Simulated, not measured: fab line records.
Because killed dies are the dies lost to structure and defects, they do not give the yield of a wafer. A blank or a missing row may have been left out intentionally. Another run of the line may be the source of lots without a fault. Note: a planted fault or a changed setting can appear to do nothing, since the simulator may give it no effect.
fab line records	flow berkeleyCmos170	part 1 of 2: steps 1 to 28 of 40
record: lots: 5	wafers: 15	lastDay: 11
route steps=331 shown ACTIVE@65 PFIELD@79 FIELD@89 SACOX@97 SCREENOX@100 NVT@104
lots with no fault: from the same line, run without faults
startH: hours from the record's first day to the start of the lot's first wafer shown	waitH: hours from the lot's prior step to this one	" same as the row above	L1.1+2: several wafers, shown together as one row	- no value, or no start given	* or withheld: withheld	< > ~ a bound
route shown NAME@n: names a module that has steps shown in the file, with the first one's number in the route	usual: the fault-free wafers' mean and standard deviation	same: alike in all rows	chamber/n: place in a boat	sites: per-site readings	_std_site: their standard deviation	_edge_site: mean of outer sites minus mean of inner sites	radiusMm: for every site, how far away it sits from the centre of the wafer	mask NAME#n: copy n	behind: the most recent tool/chamber to have shaped the wafer	hold: why the lot went on hold/how many hours it stayed there/how the hold came to an end	device: the transistor (n, p or np) that didn't switch	end of line: tests run on the same wafers once the route is complete	where a step has no rows: the recipe by itself	killed: count of dies lost to structure and defects at first sort (not the wafer's yield)	map: per-die view of a wafer (x killed, . not killed, _ where there is no die)
set.NAME: the setting that was run; set.NAME@STEP: the one run at that earlier step	model.NAME: the simulator's own value behind a step, which no gauge read
a table for each step, a row for each wafer; lots at some steps of the route
services: when a tool's chamber went out of use (startH, in hours from the record's first day, below 0 if earlier), for how many hours, and the reason
== steps ==
step: UCB170_ACTIVE_CVD_05
recipe: material: Si3N4	targetThkNm: 220	tempC: 800	precursor: SiH2Cl2/NH3	timeS: 3300	pressureMtorr: 200	sih2cl2FlowSccm: 25	nh3FlowSccm: 75
usual: spikeTcCentreC: 802.9/1.1	susceptorTempC: 800.0/0.35	zonePowerCentrePct: 39/3.4
lot.wafer	tool	chamber	startH	waitH	spikeTcCentreC	susceptorTempC	zonePowerCentrePct
L074.2	lpcvd-02	0	71.12	0.0	803.3	800.1	37
L074.3	"	0	"	"	803.6	799.9	37
L074.4	"	0	"	"	802.1	800.2	37
L080.2	lpcvd-01	1	111.74	0.0	802.0	799.9	33
L080.4	"	1	"	"	802.8	799.8	33
L080.5	"	1	"	"	801.3	799.9	34
L083.2	lpcvd-02	0	120.61	0.0	803.9	800.2	37
L083.3	"	0	"	"	803.9	800.1	37
L083.5	"	0	"	"	802.3	800.6	38
L085.3	lpcvd-02	1	132.99	0.0	801.1	800.2	43
L085.4	"	1	"	"	803.9	799.9	42
L085.5	"	1	"	"	802.7	800.0	43
L093.1	lpcvd-02	1	167.89	0.0	802.7	800.5	43
L093.4	"	1	"	"	800.6	800.5	42
L093.6	"	1	"	"	805.1	800.1	43
step: UCB170_ACTIVE_THK_MEAS_06
recipe: reads: Si3N4_of_ACTIVE_CVD_05
usual: ACTIVE_NITRIDE_THK: 219.3/2.1
lot.wafer	tool	chamber	startH	waitH	ACTIVE_NITRIDE_THK[nm]
L074.2	filmMetro-04	-	73.05	0.0	218.9
L074.3	"	-	"	"	219.7
L074.4	"	-	"	"	221.2
L080.2	filmMetro-02	-	113.67	0.0	222.4
L080.4	"	-	"	"	222.7
L080.5	"	-	"	"	224.5
L083.2	filmMetro-03	-	122.53	0.0	217.7
L083.3	"	-	"	"	217.7
L083.5	"	-	"	"	218.6
L085.3	filmMetro-02	-	134.93	0.0	214.6
L085.4	"	-	"	"	218.1
L085.5	"	-	"	"	216.7
L093.1	filmMetro-02	-	169.87	0.1	214.7
L093.4	"	-	"	"	216.2
L093.6	"	-	"	"	216.2
step: UCB170_ACTIVE_HMDS_07
recipe: primeTimeS: 60	primeTempC: 100
lot.wafer	tool	chamber	startH	waitH
L074.2+3+4	lithoTrack-03	0	73.13	0.1
L080.2+4+5	lithoTrack-02	0	113.92	0.2
L083.2+3+5	lithoTrack-01	0	122.61	0.1
L085.3+4+5	lithoTrack-02	0	135.02	0.1
L093.1+4+6	lithoTrack-02	0	170.32	0.4
step: UCB170_ACTIVE_COAT_08
recipe: resist: KrF	spinRpm: 1500	resistThkNm: 900
lot.wafer	tool	chamber	startH	waitH
L074.2+3+4	lithoTrack-03	0	73.28	0.1
L080.2+4+5	lithoTrack-02	0	114.07	0.1
L083.2+3+5	lithoTrack-01	0	122.76	0.1
L085.3+4+5	lithoTrack-02	0	135.17	0.1
L093.1+4+6	lithoTrack-02	0	170.47	0.1
step: UCB170_ACTIVE_SOFTBAKE_09
recipe: resist: KrF	tempC: 130	timeS: 60
lot.wafer	tool	chamber	startH	waitH
L074.2+3+4	lithoTrack-03	0	73.43	0.1
L080.2+4+5	lithoTrack-02	0	114.22	0.1
L083.2+3+5	lithoTrack-01	0	122.91	0.1
L085.3+4+5	lithoTrack-02	0	135.32	0.1
L093.1+4+6	lithoTrack-02	0	170.62	0.1
step: UCB170_ACTIVE_EXPOSE_10
recipe: maskId: ACTIVE	targetCdNm: 1200	na: 0.5	sigmaOuter: 0.6	sourceShape: conventional	doseMj: 20
usual: exposureDoseMJCm2: 20.004/0.02
lot.wafer	tool	chamber	startH	waitH	mask	exposureDoseMJCm2
L074.2	krfScanner-02	0	73.70	0.2	ACTIVE#0	19.959
L074.3	"	0	"	"	ACTIVE#0	19.975
L074.4	"	0	"	"	ACTIVE#0	19.992
L080.2	krfScanner-02	0	114.55	0.3	ACTIVE#0	20.033
L080.4	"	0	"	"	ACTIVE#0	20.006
L080.5	"	0	"	"	ACTIVE#0	20.010
L083.2	krfScanner-01	0	123.29	0.4	ACTIVE#0	20.023
L083.3	"	0	"	"	ACTIVE#0	20.010
L083.5	"	0	"	"	ACTIVE#0	20.018
L085.3	krfScanner-01	0	135.58	0.2	ACTIVE#0	19.987
L085.4	"	0	"	"	ACTIVE#0	20.003
L085.5	"	0	"	"	ACTIVE#0	20.030
L093.1	krfScanner-02	0	170.92	0.3	ACTIVE#0	20.016
L093.4	"	0	"	"	ACTIVE#0	20.000
L093.6	"	0	"	"	ACTIVE#0	19.999
step: UCB170_ACTIVE_PEB_11
recipe: pebTempC: 130	pebTimeS: withheld	resist: KrF
lot.wafer	tool	chamber	startH	waitH
L074.2+3+4	lithoTrack-01	0	73.97	0.3
L080.2+4+5	lithoTrack-02	0	114.68	0.1
L083.2+3+5	lithoTrack-01	0	123.42	0.1
L085.3+4+5	lithoTrack-01	0	135.71	0.1
L093.1+4+6	lithoTrack-02	0	171.30	0.4
step: UCB170_ACTIVE_DEVELOP_12
recipe: developer: TMAH	developTimeS: 45	resist: KrF	devTempC: 21
usual: developerTempC: 20.99/0.12
lot.wafer	tool	chamber	startH	waitH	developerTempC
L074.2	lithoTrack-01	0	-	-	21.09
L074.3	"	0	"	"	20.90
L074.4	"	0	"	"	21.03
L080.2	lithoTrack-02	0	-	-	20.88
L080.4	"	0	"	"	20.97
L080.5	"	0	"	"	20.84
L083.2	lithoTrack-01	0	-	-	21.15
L083.3	"	0	"	"	21.10
L083.5	"	0	"	"	21.19
L085.3	lithoTrack-01	0	-	-	21.08
L085.4	"	0	"	"	21.14
L085.5	"	0	"	"	21.11
L093.1	lithoTrack-02	0	-	-	20.98
L093.4	"	0	"	"	21.17
L093.6	"	0	"	"	20.89
step: UCB170_ACTIVE_CD_MEAS_13
recipe: targetCdNm: 1200
usual: cdNm: 1199.7/1.1
lot.wafer	tool	chamber	startH	waitH	cdNm
L074.2	cdSem-01	-	74.24	-	1200.6
L074.3	"	-	"	"	1201.2
L074.4	"	-	"	"	1201.6
L080.2	cdSem-02	-	114.95	-	1198.5
L080.4	"	-	"	"	1199.4
L080.5	"	-	"	"	1199.1
L083.2	cdSem-01	-	123.69	-	1199.8
L083.3	"	-	"	"	1199.1
L083.5	"	-	"	"	1199.5
L085.3	cdSem-01	-	135.97	-	1199.0
L085.4	"	-	"	"	1199.3
L085.5	"	-	"	"	1199.9
L093.1	cdSem-02	-	171.58	-	1199.2
L093.4	"	-	"	"	1200.8
L093.6	"	-	"	"	1198.6
step: UCB170_ACTIVE_OVL_MEAS_14
usual: ACTIVE_OVL: 2/5
lot.wafer	tool	chamber	startH	waitH	ACTIVE_OVL[nm]
L074.2	overlay-02	-	74.35	0.1	0
L074.3	"	-	"	"	2
L074.4	"	-	"	"	-8
L080.2	overlay-02	-	115.05	0.1	8
L080.4	"	-	"	"	9
L080.5	"	-	"	"	6
L083.2	overlay-02	-	123.79	0.1	-7
L083.3	"	-	"	"	1
L083.5	"	-	"	"	6
L085.3	overlay-02	-	136.07	0.1	1
L085.4	"	-	"	"	-3
L085.5	"	-	"	"	6
L093.1	overlay-01	-	171.70	0.1	-4
L093.4	"	-	"	"	3
L093.6	"	-	"	"	-7
step: UCB170_ACTIVE_ETCH_15
recipe: chemistry: CH3F/Ar/O2	target: Si3N4	stopOn: SiO2	CH3F_flow_sccm: 20	Ar_flow_sccm: 50	O2_flow_sccm: 7	pressureMtorr: 50	rfW: 450	targetDepthA: 2420	overEtchFrac: 0.1	timeS: 151
usual: drypumpMotorCurrentA: 5.7/0.52	mfcArSccm: 50.00/0.14	oesProductAu: 0.939/0.014	throttleValvePct: 8.03/0.1
lot.wafer	tool	chamber	startH	waitH	drypumpMotorCurrentA	mfcArSccm	oesProductAu	rfHoursCounterH	throttleValvePct
L074.2	rieDiel-01	2	74.38	0.0	5.3	49.95	0.936	130	8.08
L074.3	"	3	"	"	5.6	50.05	0.917	-	7.91
L074.4	"	2	"	"	5.3	49.64	0.937	-	8.09
L080.2	rieDiel-02	0	115.08	0.0	5.2	50.02	0.945	15	7.96
L080.4	"	0	"	"	5.2	50.17	0.957	-	7.97
L080.5	"	2	"	"	5.3	49.91	0.964	-	8.25
L083.2	rieDiel-02	3	123.82	0.0	6.6	49.95	0.932	37	7.98
L083.3	"	0	"	"	5.2	50.24	0.931	16	7.95
L083.5	"	3	"	"	6.6	49.97	0.933	-	7.97
L085.3	rieDiel-04	1	136.09	0.0	5.6	49.85	0.912	118	8.04
L085.4	"	2	"	"	5.1	50.10	0.966	1	8.03
L085.5	"	2	"	"	5.1	50.17	0.946	-	8.02
L093.1	rieDiel-04	3	171.73	0.0	6.0	49.95	0.949	34	8.12
L093.4	"	3	"	"	6.0	50.10	0.946	-	8.11
L093.6	"	1	"	"	5.6	50.02	0.924	-	8.04
step: UCB170_ACTIVE_STRIP_16
recipe: chemistry: O2	powerW: 400	pressureMtorr: 3500	platenTempC: withheld	o2FlowSccm: 400	overashFraction: 0.5
usual: drypumpMotorCurrentA: 5.8/0.6	oesProductAu: 0.721/0.0044	stripTimeToEndpointS: 18.05/0.12
lot.wafer	tool	chamber	startH	waitH	drypumpMotorCurrentA	oesProductAu	rfHoursCounterH	stripTimeToEndpointS
L074.2	plasmaAsher-03	0	74.53	0.1	6.0	0.720	35	18.13
L074.3	"	0	"	"	6.0	0.728	-	18.13
L074.4	"	1	"	"	6.4	0.717	-	18.08
L080.2	plasmaAsher-02	1	115.18	0.1	6.0	0.720	38	18.22
L080.4	"	1	"	"	6.0	0.718	-	18.12
L080.5	"	0	"	"	4.8	0.721	-	18.17
L083.2	plasmaAsher-03	1	123.92	0.1	6.4	0.720	42	18.00
L083.3	"	1	"	"	6.4	0.725	-	18.10
L083.5	"	0	"	"	6.0	0.726	-	17.84
L085.3	plasmaAsher-03	1	136.22	0.1	6.4	0.717	-	17.80
L085.4	"	0	"	"	6.0	0.716	-	18.03
L085.5	"	1	"	"	6.4	0.728	-	18.08
L093.1	plasmaAsher-03	0	171.83	0.1	6.0	0.719	48	18.18
L093.4	"	0	"	"	6.0	0.725	-	18.13
L093.6	"	0	"	"	6.0	0.722	-	18.05
step: UCB170_ACTIVE_CD_MEAS_90
recipe: targetCdNm: 1200
usual: cdNm: 1199.8/1.1
lot.wafer	tool	chamber	startH	waitH	cdNm
L074.2	cdSem-02	-	74.65	0.1	1200.7
L074.3	"	-	"	"	1201.3
L074.4	"	-	"	"	1201.3
L080.2	cdSem-02	-	115.30	0.1	1199.1
L080.4	"	-	"	"	1199.6
L080.5	"	-	"	"	1199.3
L083.2	cdSem-01	-	124.04	0.1	1199.8
L083.3	"	-	"	"	1198.9
L083.5	"	-	"	"	1199.9
L085.3	cdSem-01	-	136.33	0.1	1199.2
L085.4	"	-	"	"	1199.4
L085.5	"	-	"	"	1199.8
L093.1	cdSem-02	-	171.93	0.1	1199.4
L093.4	"	-	"	"	1200.6
L093.6	"	-	"	"	1198.4
step: UCB170_ACTIVE_CLEAN_17
recipe: chemistry: SPM	tempC: 120	timeS: 600
lot.wafer	tool	chamber	startH	waitH
L074.2+3+4	wetBench-02	2	74.75	0.1
L080.2+4+5	wetBench-03	2	115.40	0.1
L083.2+3+5	wetBench-02	2	126.46	2.4
L085.3+4+5	wetBench-02	3	136.41	0.1
L093.1+4+6	wetBench-02	2	172.05	0.1
step: UCB170_PFIELD_HMDS_00
recipe: primeTimeS: 60	primeTempC: 100
lot.wafer	tool	chamber	startH	waitH
L074.2+3+4	lithoTrack-04	0	74.95	0.0
L080.2+4+5	lithoTrack-03	0	115.78	0.2
L083.2+3+5	lithoTrack-03	0	126.66	0.0
L085.3+4+5	lithoTrack-04	0	136.97	0.4
L093.1+4+6	lithoTrack-03	0	172.52	0.3
step: UCB170_PFIELD_COAT_01
recipe: resist: KrF	spinRpm: 1500	resistThkNm: 900
lot.wafer	tool	chamber	startH	waitH
L074.2+3+4	lithoTrack-04	0	75.10	0.1
L080.2+4+5	lithoTrack-03	0	115.93	0.1
L083.2+3+5	lithoTrack-03	0	126.81	0.1
L085.3+4+5	lithoTrack-04	0	137.12	0.1
L093.1+4+6	lithoTrack-03	0	172.67	0.1
step: UCB170_PFIELD_SOFTBAKE_02
recipe: resist: KrF	tempC: 130	timeS: 60
lot.wafer	tool	chamber	startH	waitH
L074.2+3+4	lithoTrack-04	0	75.25	0.1
L080.2+4+5	lithoTrack-03	0	116.08	0.1
L083.2+3+5	lithoTrack-03	0	126.96	0.1
L085.3+4+5	lithoTrack-04	0	137.27	0.1
L093.1+4+6	lithoTrack-03	0	172.82	0.1
step: UCB170_PFIELD_EXPOSE_03
recipe: maskId: PFIELD	na: 0.5	sigmaOuter: 0.6	sourceShape: conventional	targetCdNm: 1500	doseMj: 30
usual: exposureDoseMJCm2: 30.00/0.032
lot.wafer	tool	chamber	startH	waitH	mask	exposureDoseMJCm2
L074.2	krfScanner-01	0	75.52	0.2	PFIELD#0	30.02
L074.3	"	0	"	"	PFIELD#0	30.01
L074.4	"	0	"	"	PFIELD#0	30.00
L080.2	krfScanner-02	0	116.24	0.1	PFIELD#0	30.08
L080.4	"	0	"	"	PFIELD#0	30.07
L080.5	"	0	"	"	PFIELD#0	30.04
L083.2	krfScanner-01	0	-	-	PFIELD#0	29.97
L083.3	"	0	"	"	PFIELD#0	30.02
L083.5	"	0	"	"	PFIELD#0	30.05
L085.3	krfScanner-02	0	137.41	0.1	PFIELD#0	30.02
L085.4	"	0	"	"	PFIELD#0	29.96
L085.5	"	0	"	"	PFIELD#0	30.01
L093.1	krfScanner-01	0	173.04	0.2	PFIELD#0	30.02
L093.4	"	0	"	"	PFIELD#0	30.02
L093.6	"	0	"	"	PFIELD#0	30.04
step: UCB170_PFIELD_PEB_04
recipe: pebTempC: 130	pebTimeS: withheld	resist: KrF
lot.wafer	tool	chamber	startH	waitH
L074.2+3+4	lithoTrack-03	0	75.64	0.1
L080.2+4+5	lithoTrack-03	0	116.37	0.1
L083.2+3+5	lithoTrack-02	0	-	-
L085.3+4+5	lithoTrack-03	0	137.95	0.5
L093.1+4+6	lithoTrack-03	0	173.87	0.8
step: UCB170_PFIELD_DEVELOP_05
recipe: developer: TMAH	developTimeS: 45	resist: KrF	devTempC: 21
usual: developerTempC: 20.98/0.11
lot.wafer	tool	chamber	startH	waitH	developerTempC
L074.2	lithoTrack-03	0	-	-	21.12
L074.3	"	0	"	"	20.97
L074.4	"	0	"	"	21.04
L080.2	lithoTrack-03	0	-	-	20.90
L080.4	"	0	"	"	21.14
L080.5	"	0	"	"	20.93
L083.2	lithoTrack-02	0	-	-	20.89
L083.3	"	0	"	"	20.90
L083.5	"	0	"	"	21.00
L085.3	lithoTrack-03	0	-	-	20.88
L085.4	"	0	"	"	20.87
L085.5	"	0	"	"	20.77
L093.1	lithoTrack-03	0	-	-	20.93
L093.4	"	0	"	"	20.92
L093.6	"	0	"	"	21.02
step: UCB170_PFIELD_OVL_MEAS_06
usual: PFIELD_OVL: -1/6
lot.wafer	tool	chamber	startH	waitH	PFIELD_OVL[nm]
L074.2	overlay-01	-	75.90	-	-4
L074.3	"	-	"	"	3
L074.4	"	-	"	"	3
L080.2	overlay-02	-	116.62	-	-12
L080.4	"	-	"	"	-8
L080.5	"	-	"	"	-6
L083.2	overlay-02	-	128.81	-	1
L083.3	"	-	"	"	1
L083.5	"	-	"	"	-5
L085.3	overlay-02	-	138.19	-	3
L085.4	"	-	"	"	4
L085.5	"	-	"	"	-1
L093.1	overlay-02	-	174.14	-	3
L093.4	"	-	"	"	-4
L093.6	"	-	"	"	-6
step: UCB170_PFIELD_IMPLANT_07
recipe: species: B	doseCm2: 2e+13	energyKev: 80	tiltDeg: 7
lot.wafer	tool	chamber	startH	waitH
L074.2+3+4	implanter-02	0	75.95	0.0
L080.2+4+5	implanter-01	0	116.68	0.0
L083.2+3+5	implanter-02	0	128.87	0.0
L085.3+4+5	implanter-01	0	138.26	0.1
L093.1+4+6	implanter-02	0	174.18	0.0
step: UCB170_PFIELD_STRIP_08
recipe: chemistry: O2	powerW: 400	pressureMtorr: 3500	platenTempC: withheld	o2FlowSccm: 400	overashFraction: 0.5
usual: drypumpMotorCurrentA: 6.0/0.39	oesProductAu: 0.735/0.004	stripTimeToEndpointS: 21.63/0.049
lot.wafer	tool	chamber	startH	waitH	drypumpMotorCurrentA	oesProductAu	rfHoursCounterH	stripTimeToEndpointS
L074.2	plasmaAsher-03	0	76.08	0.1	6.0	0.735	36	21.62
L074.3	"	0	"	"	6.0	0.740	-	21.63
L074.4	"	1	"	"	6.4	0.731	-	21.59
L080.2	plasmaAsher-03	0	116.80	0.1	6.0	0.736	41	21.66
L080.4	"	0	"	"	6.0	0.736	-	21.62
L080.5	"	1	"	"	6.4	0.731	-	21.63
L083.2	plasmaAsher-04	0	128.99	0.1	5.6	0.737	36	21.59
L083.3	"	0	"	"	5.6	0.739	-	21.61
L083.5	"	1	"	"	6.1	0.732	-	21.68
L085.3	plasmaAsher-03	1	138.39	0.1	6.5	0.736	-	21.69
L085.4	"	0	"	"	6.0	0.730	-	21.66
L085.5	"	0	"	"	6.0	0.730	-	21.68
L093.1	plasmaAsher-01	0	174.33	0.1	5.0	0.729	2	21.66
L093.4	"	0	"	"	5.0	0.741	-	21.65
L093.6	"	1	"	"	5.6	0.736	-	21.72
step: UCB170_PFIELD_TW_MEAS_09
usual: PFIELD_TW: 604.0/2.7
lot.wafer	tool	chamber	startH	waitH	PFIELD_TW
L074.2	filmMetro-02	-	76.19	0.1	603.4
L074.3	"	-	"	"	602.9
L074.4	"	-	"	"	603.2
L080.2	filmMetro-01	-	116.91	0.1	606.2
L080.4	"	-	"	"	609.4
L080.5	"	-	"	"	604.9
L083.2	filmMetro-01	-	129.10	0.1	599.9
L083.3	"	-	"	"	602.6
L083.5	"	-	"	"	603.6
L085.3	filmMetro-02	-	138.48	0.1	602.3
L085.4	"	-	"	"	607.7
L085.5	"	-	"	"	611.1
L093.1	filmMetro-03	-	174.43	0.1	601.1
L093.4	"	-	"	"	604.1
L093.6	"	-	"	"	602.1
step: UCB170_FIELD_CLEAN_00
recipe: chemistry: dHF	dilution: 25:1	timeS: 7.5
lot.wafer	tool	chamber	startH	waitH
L074.2+3+4	wetBench-04	3	76.24	0.0
L080.2+4+5	wetBench-02	0	116.96	0.0
L083.2+3+5	wetBench-03	2	129.15	0.0
L085.3+4+5	wetBench-04	2	138.52	0.0
L093.1+4+6	wetBench-03	2	174.49	0.1
step: UCB170_FIELD_OXIDATION_01
recipe: tempC: 1000	ambient: H2O	pH2oTorr: 584.62	targetThkA: 5583	oxTimeS: 7200
usual: oxTempC: 999.9/0.39	spikeTcCentreC: 1001.9/1.1	zonePowerCentrePct: 44.7/2.5
lot.wafer	tool	chamber	startH	waitH	oxTempC	spikeTcCentreC	zonePowerCentrePct
L074.2	furnace-04	0	79.45	3.2	999.2	1000.7	42.6
L074.3	"	0	"	"	999.0	999.1	43.4
L074.4	"	0	"	"	999.6	999.9	42.7
L080.2	furnace-03	0	120.54	3.6	1000.2	1001.4	47.0
L080.4	"	0	"	"	1000.1	1002.4	48.9
L080.5	"	0	"	"	999.7	1002.5	47.7
L083.2	furnace-04	0	129.23	0.1	1000.2	1001.1	43.4
L083.3	"	0	"	"	999.1	1003.3	43.0
L083.5	"	0	"	"	999.7	1000.4	43.2
L085.3	furnace-02	0	144.26	5.7	1000.9	1000.9	41.6
L085.4	"	0	"	"	999.7	1002.2	41.6
L085.5	"	0	"	"	1000.4	1001.2	41.9
L093.1	furnace-04	0	175.09	0.6	999.9	1001.8	43.3
L093.4	"	0	"	"	1000.5	1000.8	42.9
L093.6	"	0	"	"	999.8	1001.7	43.3
step: UCB170_FIELD_THK_MEAS_02
recipe: reads: SiO2_of_FIELD_OXIDATION_01
usual: FIELD_OXIDE_THK: 563/11
lot.wafer	tool	chamber	startH	waitH	FIELD_OXIDE_THK[nm]
L074.2	filmMetro-01	-	82.46	0.0	555
L074.3	"	-	"	"	552
L074.4	"	-	"	"	541
L080.2	filmMetro-01	-	123.55	0.0	575
L080.4	"	-	"	"	556
L080.5	"	-	"	"	554
L083.2	filmMetro-01	-	132.24	0.0	551
L083.3	"	-	"	"	552
L083.5	"	-	"	"	550
L085.3	filmMetro-04	-	147.28	0.0	553
L085.4	"	-	"	"	545
L085.5	"	-	"	"	545
L093.1	filmMetro-03	-	178.15	0.1	561
L093.4	"	-	"	"	567
L093.6	"	-	"	"	566
step: UCB170_FIELD_ANNEAL_03
recipe: tempC: 1000	timeS: 1200	ambient: N2
usual: spikeTcCentreC: 1002.2/0.99	zonePowerCentrePct: 44.5/2.7
lot.wafer	tool	chamber	startH	waitH	spikeTcCentreC	zonePowerCentrePct
L074.2	furnace-03	0	85.71	3.2	1002.1	46.6
L074.3	"	0	"	"	1002.9	47.2
L074.4	"	0	"	"	1002.7	48.6
L080.2	furnace-04	0	126.23	2.7	1003.5	42.4
L080.4	"	0	"	"	1002.6	43.3
L080.5	"	0	"	"	1001.3	42.5
L083.2	furnace-03	0	134.89	2.6	1002.1	47.2
L083.3	"	0	"	"	1002.4	47.5
L083.5	"	0	"	"	1001.8	47.6
L085.3	furnace-02	0	150.11	2.8	1002.1	41.9
L085.4	"	0	"	"	1002.8	42.5
L085.5	"	0	"	"	1000.5	42.0
L093.1	furnace-03	0	181.53	3.4	1004.5	47.9
L093.4	"	0	"	"	1004.0	48.2
L093.6	"	0	"	"	1002.7	47.1
